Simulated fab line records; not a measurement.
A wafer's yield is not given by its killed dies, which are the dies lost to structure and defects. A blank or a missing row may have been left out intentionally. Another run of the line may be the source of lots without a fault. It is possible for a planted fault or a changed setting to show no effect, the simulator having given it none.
Code-filled problem report in 8D (eight disciplines) form :: flow rit_cmos :: the parts of the form that need people (team, actions taken, sign-off) are left out

## 1. WHAT WENT WRONG
Mean FOX1_OXIDE_THK at RIT_FOX1_THK_MEAS_01: 409 nm over 6 wafers in 2 lots; fault-free wafers: 354 nm, standard deviation 7. That is +7.8 standard deviations from the usual mean.
The first sign was on wafer L147.3 at day 3 14:08, on film_metro-03. The record has a number at this step for 42 wafers belonging to 14 lots. The rule behind "out" and "out of limits": a value lying over 4 standard deviations away from the usual mean. The rest of the wafers with a number are treated as sound.

## 2. WHAT IT IS AND WHAT IT IS NOT
question: which readings at this step
is: FOX1_OXIDE_THK
is not: -

question: which lots
is: L147, L151
is not: L138, L139, L140, L141, L143, L144, L145, L146, L152, L155, L157, L160

question: which wafers of those lots
is: all that have a number
is not: -

question: read on which gauges
is: film_metro-02, film_metro-03
is not: film_metro-01

question: when
is: from day 3 14:08
is not: up to then (24 sound wafers); but 12 sound wafers of L152, L155, L157, L160 came after

## 3. SUSPECTS, AND WHAT RULES EACH OUT
Counting: any tool at a process step up to the reading is kept as a suspect provided that every lot that is out went through it and no sound lot did after the first of them.
- ruled out: the gauge at RIT_FOX1_THK_MEAS_01. The wafers that are out were read on 2 gauges (film_metro-02, film_metro-03).
- furnace-03 at RIT_FOX1_OXIDATION_00 (target thk 350.7 nm, ox time 1130 s): kept. Every lot that is out went through it, starting with L147 (day 3 12:49), and after that it ran no sound lot; the last sound lot it ran before then is L146 (day 3 09:39). On those wafers its own readings are out: spike_tc_centre_C, spike_tc_load_C, spike_tc_source_C, tube_center_temp_C, tube_center_temp_C_max.
Left after counting: furnace-03 at RIT_FOX1_OXIDATION_00.

## 4. THE CAUSE (what the simulator had put in)
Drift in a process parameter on furnace-03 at RIT_FOX1_OXIDATION_00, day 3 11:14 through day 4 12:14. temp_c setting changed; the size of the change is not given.
Counting left only this tool.

## 5. THE CHAIN OF EFFECTS, in route order
Rows list readings where the struck wafers' mean (over those with a number) sits beyond 3 standard deviations from the usual. Only readings for which the record gives a usual standard deviation are gone through. hours: the time from each lot's start at the first step in this table that gives one to its start at this step, as a median over the lots. sigmas: the change in usual standard deviations.
hours: 0
step: RIT_FOX1_OXIDATION_00
reading: spike_tc_centre_C
usual: 1102.3 C
on struck wafers: 1137.2
change: +34.9
sigmas: +32

hours: 0
step: RIT_FOX1_OXIDATION_00
reading: spike_tc_load_C
usual: 1124.4 C
on struck wafers: 1158.3
change: +33.9
sigmas: +19

hours: 0
step: RIT_FOX1_OXIDATION_00
reading: spike_tc_source_C
usual: 1123 C
on struck wafers: 1161
change: +38
sigmas: +12

hours: 0
step: RIT_FOX1_OXIDATION_00
reading: tube_center_temp_C
usual: 1100 C
on struck wafers: 1135
change: +35
sigmas: +99 or more

hours: 0
step: RIT_FOX1_OXIDATION_00
reading: tube_center_temp_C_max
usual: 1102.9
on struck wafers: 1138.2
change: +35.3
sigmas: +69

hours: 1
step: RIT_FOX1_THK_MEAS_01
reading: FOX1_OXIDE_THK
usual: 354 nm
on struck wafers: 409
change: +55
sigmas: +7.8
Here are the process steps it includes:
- RIT_FOX1_OXIDATION_00: target thk 350.7 nm, ox time 1130 s.

## 6. WHAT WOULD HAVE CAUGHT IT SOONER
Counted from the fault's start at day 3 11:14, it took 3 hours until the first out-of-limits reading at a measuring or inspecting step in this record, taken at day 3 14:08.
Tool's own readings at RIT_FOX1_OXIDATION_00, spike_tc_centre_C, spike_tc_load_C, spike_tc_source_C, tube_center_temp_C, tube_center_temp_C_max: out on all struck wafers the step has rows for; an alarm limit on them would have tripped on the first.
Among the 2 lots that are out, L151 began RIT_FOX1_OXIDATION_00 on furnace-03 after day 3 14:08. A tool hold placed at that time would have kept it from harm.
